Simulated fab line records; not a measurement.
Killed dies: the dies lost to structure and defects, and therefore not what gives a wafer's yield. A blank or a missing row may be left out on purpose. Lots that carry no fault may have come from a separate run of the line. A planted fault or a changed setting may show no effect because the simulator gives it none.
fab line records	flow rit_cmos
[record] lots = 14	wafers = 42	last_day = 7
route steps=202 shown SILICIDE@167
lots untouched by any fault: they come from a run of this same line in which no faults occurred
start_h: hours from the record's opening day to when the first of the lot's shown wafers began	wait_h: hours elapsed since this lot's preceding step	" unchanged from the row above	L1.1+2: a single row standing in for several wafers	- no value, or no start given	* or withheld: withheld	< > ~ a bound
route shown NAME@n: a module of which the file shows steps, and the number in the route of the first	usual: mean and standard deviation over wafers with no fault	same: alike in all rows	chamber/n: place in a boat	sites: each site's reading	_std_site: how widely they spread, as a standard deviation	_edge_site: mean of outer sites minus mean of inner sites	radius_mm: for every site, how far away it sits from the centre of the wafer	mask NAME#n: copy n	behind: the most recent tool/chamber to have shaped the wafer	hold: why the lot was held/for how many hours/how that ended	device: the transistor (n, p or np) that didn't switch	end of line: at the end of the route, the tests of the same wafers	a step given without rows: its recipe and nothing more	killed: the dies lost at the first sort to structure and to defects; this is not the yield of the wafer	map: a wafer's dies, marking killed ones x, the rest . and places with no die _
set.NAME: the setting the step ran with; set.NAME@STEP: the setting that earlier step ran with	model.NAME: the simulator's own value behind a step, which no gauge read
route steps across a sampled set of lots; one table per step, one row per wafer
[[steps]]
[step RIT_SILICIDE_RTA_06]
[recipe] temp_c = 750	time_s = 10	idle_temp_c = 25	ramp_up_s = 5	ramp_down_s = 10	cool_to_c = 25	ambient = N2
[usual] wafer_temp_C_max = 753.2/1.3
lot.wafer	tool	chamber	start_h	wait_h	wafer_temp_C_max
L175.3	rtp_anneal-02	0	50.28	0.0	754.6
L175.4	"	0	"	"	755.2
L175.5	"	0	"	"	753.7
L177.2	rtp_anneal-02	0	59.81	0.0	753.7
L177.3	"	0	"	"	755.4
L177.4	"	0	"	"	753.3
L179.1	rtp_anneal-02	0	75.03	0.0	753.1
L179.5	"	0	"	"	754.4
L179.6	"	0	"	"	753.8
L180.1	rtp_anneal-01	0	81.88	0.0	751.8
L180.3	"	0	"	"	751.9
L180.5	"	0	"	"	752.4
L183.1	rtp_anneal-02	0	101.10	0.0	754.8
L183.2	"	0	"	"	754.7
L183.6	"	0	"	"	753.8
L184.1	rtp_anneal-01	0	103.97	0.0	751.9
L184.4	"	0	"	"	751.8
L184.5	"	0	"	"	751.5
L185.1	rtp_anneal-02	0	106.78	0.0	752.5
L185.4	"	0	"	"	755.3
L185.6	"	0	"	"	755.0
L186.1	rtp_anneal-01	0	111.77	0.0	752.7
L186.3	"	0	"	"	752.3
L186.5	"	0	"	"	752.4
L187.1	rtp_anneal-02	0	113.86	0.0	752.8
L187.3	"	0	"	"	753.8
L187.5	"	0	"	"	753.0
L188.3	rtp_anneal-01	0	117.03	0.0	751.8
L188.4	"	0	"	"	751.7
L188.5	"	0	"	"	751.8
L191.3	rtp_anneal-02	0	129.78	0.0	644.1
L191.4	"	0	"	"	645.3
L191.5	"	0	"	"	644.8
L193.2	rtp_anneal-02	0	141.77	0.0	645.3
L193.4	"	0	"	"	644.3
L193.6	"	0	"	"	643.9
L196.1	rtp_anneal-01	0	156.61	0.0	752.2
L196.4	"	0	"	"	751.5
L196.6	"	0	"	"	751.8
L198.1	rtp_anneal-01	0	169.80	0.0	751.8
L198.5	"	0	"	"	751.5
L198.6	"	0	"	"	751.7
[[key]]
[first_sign] step = RIT_SILICIDE_RTA_06	reading = wafer_temp_C_max	direction = down	sigmas = 84	usual = *	struck = *
effect none on later readings
met_at RIT_SILICIDE_RTA_06
struck_lots L191,L193
tester_left_out L191,L193
onset_between 113.86 129.78
[fault] kind = process_parameter_drift	tool = rtp_anneal-02	chamber = -	onset_h = 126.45	steps = RIT_SILICIDE_RTA_06	channel = temp_c	offset = *	shape = step	end_h = 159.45	acts_in = *	stated = *
// tester_left_out: of these lots the tester's yield and bins aren't shown, on N5 and GAA mostly nor the transistor test; their killed dies are dies lost to structure and defects alone, not to doping, threshold or leakage, so they don't give the yield
